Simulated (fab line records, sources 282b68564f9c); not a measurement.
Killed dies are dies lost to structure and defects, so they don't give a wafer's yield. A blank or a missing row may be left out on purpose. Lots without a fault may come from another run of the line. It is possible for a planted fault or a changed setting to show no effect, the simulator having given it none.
Struck lot and sound lot, side by side -- flow ritCmos -- 43 steps out of a route of 202
Sound: wafers L417.1, L417.4, L417.6. Wafers struck: L427.1, L427.2, L427.5. The cause is given at the end.
Order at every step that has rows: each side's tool, ch and its chambers, its first start. Under that, the readings that differ: sound wafers -- struck wafers -- difference of the means -- sigmas: that difference in standard deviations of wafers without a fault.
alike: readings with means less than 2 such deviations apart, plus words and numbers identical on both sides. not compared: withheld readings, readings lacking a value on some wafer, bounds such as >300 that could conceal the same value, and numbers that have no deviation in the record and whose values overlap.
A row with sigmas, a row that says differs or no value, or rows on one side alone: a step with any of these is where the two part. Numbers that have no deviation but don't overlap get no sigmas and don't part them. A reading that every wafer of one side lacks parts them only if that side has two wafers or more.

first, 2 steps without rows for these wafers: RIT_ACTIVE_PEB_09; RIT_ACTIVE_DEVELOP_10 (develop time 50 s).
RIT_ACTIVE_CD_MEAS_11: the cd target is 1400 nm.
  sound on cdSem-01 at day 2 16:34; struck on cdSem-01 at day 4 19:17
reading,sound,struck,difference,sigmas
cdNm (nm),1403.6 1404.4 1405.4,1397.7 1398.7 1399.0,-6.0,-3
then, 1 step without rows for these wafers: RIT_ACTIVE_HARDBAKE_12 (time 60 s).
RIT_ACTIVE_ETCH_13: etches Si3N4 in SF6, stops on SiO2, time 210 s, target depth 210 nm.
  sound on rieDiel-04 ch 0,1,2, day 2 16:50; struck on rieDiel-01 ch 1,2, day 4 19:34
  alike: drypumpMotorCurrentA, oesProductAu, throttleValvePct
  not compared: rfHoursCounterH
RIT_ACTIVE_STRIP_14: strips in O2, time 180 s.
  sound on plasmaAsher-02 ch 0, day 2 16:58; struck on plasmaAsher-02 ch 0,1, day 4 19:41
  alike: drypumpMotorCurrentA
  not compared: rfHoursCounterH
RIT_ACTIVE_CD_MEAS_90: the cd target is 1400 nm.
  sound on cdSem-02 at day 2 17:08; struck on cdSem-01 at day 4 19:52
reading,sound,struck,difference,sigmas
cdNm (nm),1403.7 1404.3 1405.5,1397.9 1399.2 1399.2,-5.7,-2
then, 4 steps without rows for these wafers: RIT_ACTIVE_CLEAN_15 (cleans in SC1, time 600 s); RIT_ACTIVE_CLEAN_16 (cleans in dHF, time 30 s); RIT_ACTIVE_CLEAN_17 (cleans in SC2, time 600 s); RIT_FOX1_OXIDATION_00 (target thk 350.7 nm, ox time 1130 s).
RIT_FOX1_THK_MEAS_01:
  sound on filmMetro-04 at day 2 20:23; struck on filmMetro-02 at day 4 21:41
  alike: FOX1_OXIDE_THK
RIT_FOX1_WET_ETCH_02: etches SiO2 in BOE, target depth 350 nm, time 390 s.
  sound on wetBench-02 ch 0, day 2 20:27; struck on wetBench-03 ch 1, day 4 21:44
  alike: bathHeatDutyPct
then, 1 step without rows for these wafers: RIT_FOX2_OXIDATION_00 (target thk 350.7 nm, ox time 1130 s).
RIT_FOX2_THK_MEAS_01:
  sound on filmMetro-01 at day 2 21:53; struck on filmMetro-01 at day 5 00:41
  alike: FOX2_OXIDE_THK
then, 2 steps without rows for these wafers: RIT_FOX2_CLEAN_02 (cleans in dHF, time 180 s); RIT_FOX2_WET_ETCH_03 (etches Si3N4 in H3PO4, target depth 195 nm, time 2700 s).
RIT_FOX2_THK_MEAS_90:
  sound on filmMetro-02 at day 2 22:46; struck on filmMetro-01 at day 5 01:34
  alike: FIELD_OXIDE_LEFT_1_THK
then, 6 steps without rows for these wafers: RIT_NWELL_HMDS_00 (prime time 60 s); RIT_NWELL_COAT_01 (resist thk 1300 nm); RIT_NWELL_SOFTBAKE_02 (time 60 s); RIT_NWELL_EXPOSE_03 (exposes mask M2, target cd 43900 nm); RIT_NWELL_PEB_04; RIT_NWELL_DEVELOP_05 (develop time 68 s).
RIT_NWELL_OVL_MEAS_06:
  sound on overlay-01 at day 2 23:50; struck on overlay-01 at day 5 02:38
  alike: NWELL_OVL
then, 2 steps without rows for these wafers: RIT_NWELL_HARDBAKE_07 (time 120 s); RIT_NWELL_IMPLANT_08.
RIT_NWELL_STRIP_09: strips in O2, time 180 s.
  sound on plasmaAsher-01 ch 0,1, day 3 00:16; struck on plasmaAsher-02 ch 0,1, day 5 03:04
  alike: drypumpMotorCurrentA
  not compared: rfHoursCounterH
RIT_NWELL_TW_MEAS_10:
  sound on filmMetro-03 at day 3 00:27; struck on filmMetro-03 at day 5 03:15
  alike: NWELL_TW
then, 6 steps without rows for these wafers: RIT_PWELL_HMDS_00 (prime time 60 s); RIT_PWELL_COAT_01 (resist thk 1300 nm); RIT_PWELL_SOFTBAKE_02 (time 60 s); RIT_PWELL_EXPOSE_03 (exposes mask M3, target cd 43700 nm); RIT_PWELL_PEB_04; RIT_PWELL_DEVELOP_05 (develop time 68 s).
RIT_PWELL_OVL_MEAS_06:
  sound on overlay-01 at day 3 01:31; struck on overlay-02 at day 5 04:11
  alike: PWELL_OVL
then, 2 steps without rows for these wafers: RIT_PWELL_HARDBAKE_07 (time 120 s); RIT_PWELL_IMPLANT_08.
RIT_PWELL_STRIP_09: strips in O2, time 180 s.
  sound on plasmaAsher-03 ch 0,1, day 3 01:57; struck on plasmaAsher-01 ch 0,1, day 5 04:37
  alike: drypumpMotorCurrentA
  not compared: rfHoursCounterH
RIT_PWELL_TW_MEAS_10:
  sound on filmMetro-04 at day 3 02:07; struck on filmMetro-02 at day 5 04:48
  alike: PWELL_TW
then, 1 step without rows for these wafers: RIT_WELLDRIVE_ANNEAL_00 (time 14700 s).
RIT_WELLDRIVE_RS_MEAS_01: measurement is done with a four-point probe.
  sound on filmMetro-03 at day 3 09:20; struck on filmMetro-03 at day 5 10:52
  alike: NWELL_RS
RIT_M1_PROBE_99:
  sound on prober-01 at day 4 18:45; struck on prober-01 at day 6 19:16
reading,sound,struck,difference,sigmas
killedAtFrontEnd,4 6 6,41 49 43,+39,+13
killedDies,4 6 6,42 49 43,+39,+13
  alike: killed_at_M0_to_M3, killedAtContacts, killedOnRim, killedOpen, killedShort

== WHERE THEY PART ==
First at RIT_ACTIVE_CD_MEAS_11; last, within this record, at RIT_M1_PROBE_99.

WHY: what had been put in by the simulator
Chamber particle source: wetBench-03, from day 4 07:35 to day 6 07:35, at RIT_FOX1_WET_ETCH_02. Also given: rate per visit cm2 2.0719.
